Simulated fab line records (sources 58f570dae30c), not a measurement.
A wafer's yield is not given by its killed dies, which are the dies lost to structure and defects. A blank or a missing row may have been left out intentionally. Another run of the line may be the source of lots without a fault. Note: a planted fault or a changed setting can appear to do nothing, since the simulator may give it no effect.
Which tool is to blame?	flow berkeley-cmos170	6 lots (18 wafers sampled), 1 step of a 331-step route

## WHAT THE GAUGES SHOWED, per wafer
UCB170_PSD_CD_MEAS_06 targets a cd of 1200 nm.
lot	measured	on	cd-nm (nm)
L210	day 7 16:53	cd-sem-01	1200.1 1199.3 1200.0
L211	day 8 09:50	cd-sem-01	1199.4 1200.8 1198.4
L214	day 8 18:53	cd-sem-01	1198.8 1197.2 1198.3
L220	day 10 01:49	cd-sem-02	1197.9 1199.2 1199.4
L218	day 10 02:23	cd-sem-02	1200.7 1200.7 1199.4
L232	day 12 02:14	cd-sem-02	1202.6 1202.9 1201.8

## WHAT TOOL EACH LOT RAN ON (gives the tool, then ch and the chambers of the sampled wafers, and finally the start)
There is no process step in the record ahead of these readings.

## THE ANSWER, worked out from the rows above alone
Rule: the usual values come from the lots themselves. Put in order of their means at a reading, lots are off if they are a third of the lots or fewer, leave a main group of 4 or more, and stand apart from it by a gap of 3 or more times the standard deviation of the main group's means; of several such gaps the widest counts. If all means in a main group match to the digits the tables above print for the reading, that group is not used. Also off: a lot with no number at a reading for which 4 or more lots have one. Where the step has rows for the other lots, those lots are counted as sound.
None of the lots is off at any reading shown; this tells nothing.

## WHAT THE SIMULATOR HAD INSERTED
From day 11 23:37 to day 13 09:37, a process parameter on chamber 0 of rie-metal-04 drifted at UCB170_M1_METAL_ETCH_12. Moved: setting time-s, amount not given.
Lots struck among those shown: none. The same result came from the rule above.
